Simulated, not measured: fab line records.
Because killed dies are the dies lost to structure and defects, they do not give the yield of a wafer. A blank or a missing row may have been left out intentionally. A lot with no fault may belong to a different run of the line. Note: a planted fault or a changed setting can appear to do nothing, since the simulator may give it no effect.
Split-lot experiment || flow berkeley-cmos170 || 5 lots, 23 wafers read, on a route of 331 steps

== ON THE SPLIT ==
At UCB170_ACTIVE_STRIP_16 (strips in O2), the setting power-w was moved away from the recipe's 400 W on 9 of the 23 wafers read, by -4.7% to +11.2%. All remaining wafers had this setting at the recipe value.

Reading taken at the split's own step.

== THE READING ==
oes-product-au, in a.u., at UCB170_ACTIVE_STRIP_16 (strips in O2). Fault-free wafers of this fab line usually give 0.720 a.u., standard deviation 0.0046 a.u.

{"wafer": "L074.1", "tool, chamber at the split": "plasma-asher-03, 1", "power-w as run, W": 400, "against the recipe": "recipe", "oes-product-au, a.u.": 0.717, "against lot-mates on the recipe": "-"}
{"wafer": "L074.2", "tool, chamber at the split": "plasma-asher-03, 0", "power-w as run, W": 400, "against the recipe": "recipe", "oes-product-au, a.u.": 0.716, "against lot-mates on the recipe": "-"}
{"wafer": "L074.6", "tool, chamber at the split": "plasma-asher-03, 0", "power-w as run, W": 400, "against the recipe": "recipe", "oes-product-au, a.u.": 0.713, "against lot-mates on the recipe": "-"}
{"wafer": "L076.2", "tool, chamber at the split": "plasma-asher-04, 0", "power-w as run, W": 432, "against the recipe": "+8.0%", "oes-product-au, a.u.": 0.752, "against lot-mates on the recipe": "+0.030"}
{"wafer": "L076.3", "tool, chamber at the split": "plasma-asher-04, 1", "power-w as run, W": 432, "against the recipe": "+8.0%", "oes-product-au, a.u.": 0.753, "against lot-mates on the recipe": "+0.031"}
{"wafer": "L076.4", "tool, chamber at the split": "plasma-asher-04, 0", "power-w as run, W": 400, "against the recipe": "recipe", "oes-product-au, a.u.": 0.721, "against lot-mates on the recipe": "-"}
{"wafer": "L076.5", "tool, chamber at the split": "plasma-asher-04, 1", "power-w as run, W": 400, "against the recipe": "recipe", "oes-product-au, a.u.": 0.723, "against lot-mates on the recipe": "-"}
{"wafer": "L076.6", "tool, chamber at the split": "plasma-asher-04, 0", "power-w as run, W": 432, "against the recipe": "+8.0%", "oes-product-au, a.u.": 0.747, "against lot-mates on the recipe": "+0.025"}
{"wafer": "L078.1", "tool, chamber at the split": "plasma-asher-03, 1", "power-w as run, W": 381.1, "against the recipe": "-4.7%", "oes-product-au, a.u.": 0.692, "against lot-mates on the recipe": -0.028}
{"wafer": "L078.2", "tool, chamber at the split": "plasma-asher-03, 0", "power-w as run, W": 381.1, "against the recipe": "-4.7%", "oes-product-au, a.u.": 0.697, "against lot-mates on the recipe": -0.023}
{"wafer": "L078.4", "tool, chamber at the split": "plasma-asher-03, 1", "power-w as run, W": 400, "against the recipe": "recipe", "oes-product-au, a.u.": 0.714, "against lot-mates on the recipe": "-"}
{"wafer": "L078.5", "tool, chamber at the split": "plasma-asher-03, 1", "power-w as run, W": 381.1, "against the recipe": "-4.7%", "oes-product-au, a.u.": 0.702, "against lot-mates on the recipe": -0.018}
{"wafer": "L078.6", "tool, chamber at the split": "plasma-asher-03, 0", "power-w as run, W": 400, "against the recipe": "recipe", "oes-product-au, a.u.": 0.725, "against lot-mates on the recipe": "-"}
{"wafer": "L083.1", "tool, chamber at the split": "plasma-asher-03, 1", "power-w as run, W": 444.6, "against the recipe": "+11.2%", "oes-product-au, a.u.": 0.761, "against lot-mates on the recipe": "+0.042"}
{"wafer": "L083.2", "tool, chamber at the split": "plasma-asher-03, 0", "power-w as run, W": 400, "against the recipe": "recipe", "oes-product-au, a.u.": 0.718, "against lot-mates on the recipe": "-"}
{"wafer": "L083.4", "tool, chamber at the split": "plasma-asher-03, 0", "power-w as run, W": 444.6, "against the recipe": "+11.2%", "oes-product-au, a.u.": 0.754, "against lot-mates on the recipe": "+0.035"}
{"wafer": "L083.5", "tool, chamber at the split": "plasma-asher-03, 0", "power-w as run, W": 400, "against the recipe": "recipe", "oes-product-au, a.u.": 0.720, "against lot-mates on the recipe": "-"}
{"wafer": "L083.6", "tool, chamber at the split": "plasma-asher-03, 1", "power-w as run, W": 444.6, "against the recipe": "+11.2%", "oes-product-au, a.u.": 0.754, "against lot-mates on the recipe": "+0.035"}
{"wafer": "L082.1", "tool, chamber at the split": "plasma-asher-03, 0", "power-w as run, W": 400, "against the recipe": "recipe", "oes-product-au, a.u.": 0.721, "against lot-mates on the recipe": "-"}
{"wafer": "L082.3", "tool, chamber at the split": "plasma-asher-03, 0", "power-w as run, W": 400, "against the recipe": "recipe", "oes-product-au, a.u.": 0.728, "against lot-mates on the recipe": "-"}
{"wafer": "L082.4", "tool, chamber at the split": "plasma-asher-03, 1", "power-w as run, W": 400, "against the recipe": "recipe", "oes-product-au, a.u.": 0.718, "against lot-mates on the recipe": "-"}
{"wafer": "L082.5", "tool, chamber at the split": "plasma-asher-03, 0", "power-w as run, W": 400, "against the recipe": "recipe", "oes-product-au, a.u.": 0.717, "against lot-mates on the recipe": "-"}
{"wafer": "L082.6", "tool, chamber at the split": "plasma-asher-03, 1", "power-w as run, W": 400, "against the recipe": "recipe", "oes-product-au, a.u.": 0.720, "against lot-mates on the recipe": "-"}

THE FIT
A straight line over all 23 wafers: oes-product-au changes by +0.00372 a.u. for each +1% of power-w; r = +0.97; the points scatter about the line by 0.0046 a.u.
The same after taking each lot's own level away (the mean of its wafers on the recipe; 23 wafers): +0.00365 a.u. for each +1%; r = +0.98; scatter 0.004 a.u.
On that fit, the largest move of power-w shifts the reading by 0.041 a.u.
Measured against the standard deviation above, the lots' own levels, which go from 0.7153 to 0.7220 a.u., span 1.4 times it.
So the lot-to-lot level changes the slope little: the two slopes agree.
Check: with one of the wafers moved furthest among these (+11.2%) left out of the fit, the line predicts +0.0389 a.u. for it against its lot-mates. It came out at +0.042 a.u. against them.
Tool readings at the split's step, against how far the setting was moved: oes-product-au r = +0.97; strip-time-to-endpoint-s r = -0.96.

== THESE WAFERS: OTHER SPLITS ==
Other splits were also applied to these wafers ahead of the reading. Each is held against what the fit with the lots' levels taken away leaves over:
{"other split on the same wafers": "UCB170_ZERO_COAT_01 resist-thk-nm", "wafers away from the commonest value": 8, "r with oes-product-au (lot level and that fit taken away)": "+0.02"}
{"other split on the same wafers": "UCB170_NWELL_COAT_07 spin-rpm", "wafers away from the commonest value": 8, "r with oes-product-au (lot level and that fit taken away)": "+0.29"}
{"other split on the same wafers": "UCB170_NWELL_DEVELOP_11 dev-temp-c", "wafers away from the commonest value": 6, "r with oes-product-au (lot level and that fit taken away)": -0.17}
{"other split on the same wafers": "UCB170_PWELL_PEB_11 peb-temp-c", "wafers away from the commonest value": 9, "r with oes-product-au (lot level and that fit taken away)": "+0.06"}
{"other split on the same wafers": "UCB170_ACTIVE_COAT_08 spin-rpm", "wafers away from the commonest value": 9, "r with oes-product-au (lot level and that fit taken away)": "+0.09"}

== THE WHOLE CHAIN: every reading that the file lists as answering this split, in the file's order ==
{"step": "UCB170_ACTIVE_STRIP_16", "what it does": "strips in O2", "reading": "oes-product-au", "change (the file's fit)": "+0.00357 a.u. for each +1% of the setting", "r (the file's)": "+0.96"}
{"step": "UCB170_ACTIVE_STRIP_16", "what it does": "strips in O2", "reading": "strip-time-to-endpoint-s", "change (the file's fit)": "withheld for each +1% of the setting", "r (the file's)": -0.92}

== THE FILE'S OWN FIT ==
oes-product-au changes by +0.00357 a.u. for each +1% of power-w, r = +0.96.
